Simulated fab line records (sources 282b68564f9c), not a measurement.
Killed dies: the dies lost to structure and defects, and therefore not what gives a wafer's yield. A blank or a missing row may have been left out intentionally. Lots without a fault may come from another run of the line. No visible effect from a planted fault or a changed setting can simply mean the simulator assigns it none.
Which of the tools did it? -- flow ritCmos -- 42 wafers from 14 lots sampled at 3 of the route's 202 steps

== WHAT THE GAUGES READ, wafer by wafer ==
RIT_M1_RS_MEAS_01: measures by four-point-probe. Usual: M1_AL_RS typically reads 0.0737 ohm/sq, with standard deviation 0.0008.
lot,measured,on,M1_AL_RS (ohm/sq),flag
L960,day 3 08:24,filmMetro-03,0.0726 0.0747 0.0741,
L962,day 3 17:48,filmMetro-04,0.0739 0.0738 0.0727,
L963,day 3 21:29,filmMetro-04,0.0725 0.0731 0.0719,
L965,day 4 11:44,filmMetro-02,0.0741 0.0736 0.0735,
L966,day 4 15:44,filmMetro-03,0.0723 0.0729 0.0729,
L967,day 4 19:13,filmMetro-03,0.0740 0.0731 0.0742,
L969,day 5 04:35,filmMetro-02,0.0732 0.0733 0.0733,
L970,day 5 12:02,filmMetro-02,0.0738 0.0739 0.0748,
L971,day 5 20:07,filmMetro-04,0.0404 0.0400 0.0398,OFF
L973,day 6 02:42,filmMetro-02,0.0399 0.0402 0.0401,OFF
L974,day 6 04:41,filmMetro-03,0.0750 0.0752 0.0749,
L979,day 7 05:05,filmMetro-02,0.0744 0.0740 0.0746,
L981,day 7 20:29,filmMetro-03,0.0733 0.0734 0.0731,
L983,day 8 04:52,filmMetro-04,0.0746 0.0740 0.0751,

RIT_M1_THK_MEAS_02: measures by xrf. Usual: M1_AL_THK typically reads 399 nm, with standard deviation 5.
lot,measured,on,M1_AL_THK (nm),flag
L960,day 3 08:30,filmMetro-03,404 392 396,
L962,day 3 17:55,filmMetro-04,403 402 405,
L963,day 3 21:37,filmMetro-04,411 406 412,
L965,day 4 11:51,filmMetro-02,396 396 399,
L966,day 4 15:51,filmMetro-03,404 402 404,
L967,day 4 19:20,filmMetro-03,400 401 397,
L969,day 5 04:41,filmMetro-02,401 399 402,
L970,day 5 12:10,filmMetro-02,393 396 394,
L971,day 5 20:14,filmMetro-04,727 732 736,OFF
L973,day 6 02:49,filmMetro-02,726 719 723,OFF
L974,day 6 04:48,filmMetro-03,389 392 391,
L979,day 7 05:11,filmMetro-02,392 394 391,
L981,day 7 20:36,filmMetro-03,400 401 403,
L983,day 8 04:58,filmMetro-04,396 399 393,

== WHAT TOOL EACH LOT RAN ON (gives the tool, then ch and the chambers of the sampled wafers, and finally the start) ==
lot,RIT_M1_SPUTTER_00
L960,"pvdSputter-04, day 3 08:04"
L962,"pvdSputter-04, day 3 17:31"
L963,"pvdSputter-02, day 3 21:11"
L965,"pvdSputter-02, day 4 11:26"
L966,"pvdSputter-04, day 4 15:26"
L967,"pvdSputter-02, day 4 18:55"
L969,"pvdSputter-02, day 5 04:15"
L970,"pvdSputter-01, day 5 11:44"
L971,"pvdSputter-02, day 5 19:48"
L973,"pvdSputter-02, day 6 02:23"
L974,"pvdSputter-01, day 6 04:23"
L979,"pvdSputter-01, day 7 04:44"
L981,"pvdSputter-01, day 7 20:10"
L983,"pvdSputter-01, day 8 04:31"
- RIT_M1_SPUTTER_00: material Al, target thk 400 nm, time 500 s.

== WHAT THE TOOLS THEMSELVES READ (means of the sampled wafers that have a number; where no wafer has one, the mark that the record gives instead) ==
RIT_M1_SPUTTER_00. Usual: substrateTempC 25.01 C, standard deviation 0.1; throttleValvePct 30.0 %, standard deviation 0.97.
lot,tool,substrateTempC (C),throttleValvePct (%),flag
L960,pvdSputter-04,25.02,31.1,
L962,pvdSputter-04,25.00,31.0,
L963,pvdSputter-02,24.97,29.1,
L965,pvdSputter-02,24.97,29.5,
L966,pvdSputter-04,24.96,31.2,
L967,pvdSputter-02,24.92,29.3,
L969,pvdSputter-02,24.95,29.1,
L970,pvdSputter-01,25.00,29.9,
L971,pvdSputter-02,25.00,29.2,
L973,pvdSputter-02,25.00,28.9,
L974,pvdSputter-01,25.05,29.8,
L979,pvdSputter-01,25.04,29.2,
L981,pvdSputter-01,25.01,30.3,
L983,pvdSputter-01,24.93,30.7,

== THE ANSWER, worked out from the rows above alone ==
Rule: take the mean of a lot's wafers that have a number; if it is more than 3 standard deviations from the usual mean, the lot is off. Also off: a lot with no number at a reading for which 4 or more lots have one. Where the step has rows for the other lots, those lots are counted as sound. The gauges are gone through in route order, then the tools' own readings, and for those a lot's mean is taken as printed above. The first step at which some lot is off is used, and at that step the reading that is off furthest; a lot without a number counts as furthest.
Off: L971, L973, at RIT_M1_RS_MEAS_01 (M1_AL_RS).
A tool fits if, at a process step before that reading, it ran every lot that is off, and no sound lot after the first of them. Those tools and the gauges at RIT_M1_RS_MEAS_01 are tried in the same way. One candidate fits, namely pvdSputter-02 at RIT_M1_SPUTTER_00. A fault onset in the window from L969 (day 5 04:15, its last sound lot) to L971 (day 5 19:48, its first lot off) fits.

== WHAT THE SIMULATOR PUT IN ==
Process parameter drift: pvdSputter-02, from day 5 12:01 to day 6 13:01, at RIT_M1_SPUTTER_00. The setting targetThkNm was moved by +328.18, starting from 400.
Struck lots among those shown: L971, L973. This agrees with what the rule above found.
